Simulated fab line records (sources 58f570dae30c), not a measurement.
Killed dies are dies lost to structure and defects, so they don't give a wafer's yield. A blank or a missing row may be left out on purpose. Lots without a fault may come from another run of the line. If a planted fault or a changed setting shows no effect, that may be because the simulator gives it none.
Which tool is to blame? || flow berkeley cmos170 || 7 lots, 21 wafers sampled, at 2 steps of a route of 331

WHAT THE GAUGES READ, wafer by wafer
UCB170_PVT_TW_MEAS_09.
{"lot": "L110", "measured": "day 6 19:28", "on": "film metro-03", "PVT_TW": "511 511 510"}
{"lot": "L114", "measured": "day 7 00:50", "on": "film metro-03", "PVT_TW": "507 512 509"}
{"lot": "L112", "measured": "day 7 01:22", "on": "film metro-02", "PVT_TW": "508 508 507"}
{"lot": "L115", "measured": "day 7 19:00", "on": "film metro-03", "PVT_TW": "509 510 510"}
{"lot": "L120", "measured": "day 8 13:22", "on": "film metro-02", "PVT_TW": "461 464 462"}
{"lot": "L126", "measured": "day 9 15:57", "on": "film metro-03", "PVT_TW": "511 511 511"}
{"lot": "L129", "measured": "day 10 01:40", "on": "film metro-03", "PVT_TW": "512 510 510"}

WHAT TOOL EACH LOT RAN ON (gives the tool, then ch and the chambers of the sampled wafers, and finally the start)
{"lot": "L110", "UCB170_PVT_IMPLANT_07": "implanter-02 ch 0, day 6 19:14"}
{"lot": "L114", "UCB170_PVT_IMPLANT_07": "implanter-03 ch 0, day 7 00:37"}
{"lot": "L112", "UCB170_PVT_IMPLANT_07": "implanter-01 ch 0, day 7 01:07"}
{"lot": "L115", "UCB170_PVT_IMPLANT_07": "implanter-01 ch 0, day 7 18:45"}
{"lot": "L120", "UCB170_PVT_IMPLANT_07": "implanter-03 ch 0, day 8 13:07"}
{"lot": "L126", "UCB170_PVT_IMPLANT_07": "implanter-02 ch 0, day 9 15:43"}
{"lot": "L129", "UCB170_PVT_IMPLANT_07": "implanter-02 ch 0, day 10 01:25"}
- UCB170_PVT_IMPLANT_07

THE ANSWER, worked out from the rows above alone
Rule: what is usual is taken from the lots themselves. The widest of any qualifying gaps counts: lots, ordered by their means at a reading, are off when they make up no more than a third of the lots, leave a main group of 4 or more, and stand apart from it by 3 or more times the standard deviation of that group's means. A main group is skipped when, at the precision printed for the reading in the tables above, its means are all equal. Also off: a lot with no number at a reading for which 4 or more lots have one. All remaining lots with rows at the step are treated as sound.
Off: L120, at UCB170_PVT_TW_MEAS_09 (PVT_TW). The main group: mean 510, standard deviation 1.1.
A tool fits if, at a process step before that reading, it ran every lot that is off, and no sound lot after the first of them. Gauges at UCB170_PVT_TW_MEAS_09: tried the same way as those tools. Undecided on this evidence; 2 tools fit (implanter-03 at UCB170_PVT_IMPLANT_07, film metro-02 at UCB170_PVT_TW_MEAS_09).

WHAT THE SIMULATOR PUT IN
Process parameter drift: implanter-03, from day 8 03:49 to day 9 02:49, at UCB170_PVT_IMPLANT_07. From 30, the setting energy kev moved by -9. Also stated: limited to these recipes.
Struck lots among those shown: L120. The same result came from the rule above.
